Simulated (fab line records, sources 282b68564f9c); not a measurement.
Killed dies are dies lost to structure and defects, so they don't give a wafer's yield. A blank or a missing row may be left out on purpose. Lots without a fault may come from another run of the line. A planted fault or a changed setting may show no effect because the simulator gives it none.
Split-lot experiment | flow rit_cmos | 5 lots, 23 wafers read, on a route of 202 steps

THE SPLIT
At RIT_GATE_EXPOSE_13 (exposes mask M6, target cd 150 nm), the setting dose_mj was moved away from the recipe's 380 on 10 of the 23 wafers read, by -4.0% to +7.3%. The other wafers ran this setting at the recipe's value.

FROM THE SPLIT TO THE READING: what the file shows between them, 6 steps
- RIT_GATE_PEB_14
- RIT_GATE_DEVELOP_15: develop time 50 s
- RIT_GATE_CD_MEAS_16: target cd 150 nm
- RIT_GATE_HARDBAKE_18: time 60 s
- RIT_GATE_ETCH_19: etches poly-Si in SF6/CHF3/O2, stops on SiO2, time 165 s, target depth 312.5 nm
- RIT_GATE_STRIP_20: strips in O2, time 180 s

THE READING
cd_nm, in nm, at RIT_GATE_CD_MEAS_90 (target cd 150 nm). Fault-free wafers of this fab line usually give 149.9 nm, standard deviation 2.8 nm.

wafer  | tool, chamber at the split | dose_mj as run | against the recipe | cd_nm, nm | against lot-mates on the recipe
L078.1 | iline_stepper-01, 0        | 364.8          | -4.0%              | 176.2     | +20.8
L078.2 | iline_stepper-01, 0        | 364.8          | -4.0%              | 176.0     | +20.6
L078.3 | iline_stepper-01, 0        | 380            | recipe             | 153.9     | -
L078.4 | iline_stepper-01, 0        | 380            | recipe             | 156.9     | -
L078.6 | iline_stepper-01, 0        | 364.8          | -4.0%              | 175.5     | +20.1
L080.1 | iline_stepper-02, 0        | 380            | recipe             | 152.5     | -
L080.2 | iline_stepper-02, 0        | 407.6          | +7.3%              | 114.4     | -36.6
L080.3 | iline_stepper-02, 0        | 380            | recipe             | 150.4     | -
L080.4 | iline_stepper-02, 0        | 407.6          | +7.3%              | 117.9     | -33.1
L080.5 | iline_stepper-02, 0        | 380            | recipe             | 150.0     | -
L081.1 | iline_stepper-01, 0        | 402            | +5.8%              | 123.9     | -28.5
L081.2 | iline_stepper-01, 0        | 380            | recipe             | 151.5     | -
L081.4 | iline_stepper-01, 0        | 380            | recipe             | 153.0     | -
L081.5 | iline_stepper-01, 0        | 380            | recipe             | 152.8     | -
L081.6 | iline_stepper-01, 0        | 402            | +5.8%              | 122.8     | -29.6
L082.1 | iline_stepper-02, 0        | 397.6          | +4.6%              | 125.9     | -20.7
L082.2 | iline_stepper-02, 0        | 380            | recipe             | 147.8     | -
L082.3 | iline_stepper-02, 0        | 397.6          | +4.6%              | 125.9     | -20.7
L082.4 | iline_stepper-02, 0        | 380            | recipe             | 145.3     | -
L082.5 | iline_stepper-02, 0        | 397.6          | +4.6%              | 127.1     | -19.5
L085.3 | iline_stepper-02, 0        | 380            | recipe             | 150.7     | -
L085.5 | iline_stepper-02, 0        | 380            | recipe             | 151.9     | -
L085.6 | iline_stepper-02, 0        | 380            | recipe             | 151.6     | -

THE FIT
A straight line over all 23 wafers: cd_nm changes by -5.28 nm for each +1% of dose_mj; r = -0.99; the points scatter about the line by 2.7 nm.
The same after taking each lot's own level away (the mean of its wafers on the recipe; 23 wafers): -4.85 nm for each +1%; r = -1.00; scatter 1.4 nm.
On that fit, the largest move of dose_mj shifts the reading by 35 nm.
The lots' own levels span 146.55 to 155.40 nm, that is 3.2 times the standard deviation above.
So the lot-to-lot level changes the slope little: the two slopes agree.
Check: with one of the wafers moved furthest among these (+7.3%) left out of the fit, the line predicts -34.4 nm for it against its lot-mates. It came out at -36.6 nm against them.

OTHER SPLITS ON THESE WAFERS
These wafers also went through other splits before the reading. Each is held against what the fit with the lots' levels taken away leaves over:
other split on the same wafers | wafers away from the commonest value | r with cd_nm (lot level and that fit taken away)
RIT_GATE_CVD_08 pressure_mtorr | 18                                   | +0.20

THE WHOLE CHAIN: every reading that the file lists as answering this split, in the file's order
step                | what it does                                                                    | reading                                                                        | change (the file's fit)              | r (the file's)
RIT_GATE_CD_MEAS_16 | target cd 150 nm                                                                | cd_nm                                                                          | -4.85 nm for each +1% of the setting | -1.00
RIT_GATE_ETCH_19    | etches poly-Si in SF6/CHF3/O2, stops on SiO2, time 165 s, target depth 312.5 nm | GATE.cd_nm (the simulator's own value, which no gauge read)                    | -4.84 nm for each +1% of the setting | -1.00
RIT_GATE_CD_MEAS_90 | target cd 150 nm                                                                | cd_nm                                                                          | -4.83 nm for each +1% of the setting | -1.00
RIT_M1_PROBE_99     |                                                                                 | etest.pmos_turned.r_on_ohm_um (the simulator's own value, which no gauge read) | -107 for each +1% of the setting     | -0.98
RIT_M1_PROBE_99     |                                                                                 | etest.pmos_0p15.r_on_ohm_um (the simulator's own value, which no gauge read)   | -109 for each +1% of the setting     | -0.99
RIT_M1_PROBE_99     |                                                                                 | etest.pmos_0p3.r_on_ohm_um (the simulator's own value, which no gauge read)    | -51.6 for each +1% of the setting    | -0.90
RIT_M1_PROBE_99     |                                                                                 | etest.nmos_0p15.r_on_ohm_um (the simulator's own value, which no gauge read)   | -32.4 for each +1% of the setting    | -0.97
RIT_M1_PROBE_99     |                                                                                 | etest.nmos_0p15.drive_ua_um (the simulator's own value, which no gauge read)   | +24.5 for each +1% of the setting    | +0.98

THE FILE'S OWN FIT
cd_nm changes by -4.83 nm for each +1% of dose_mj, r = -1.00.
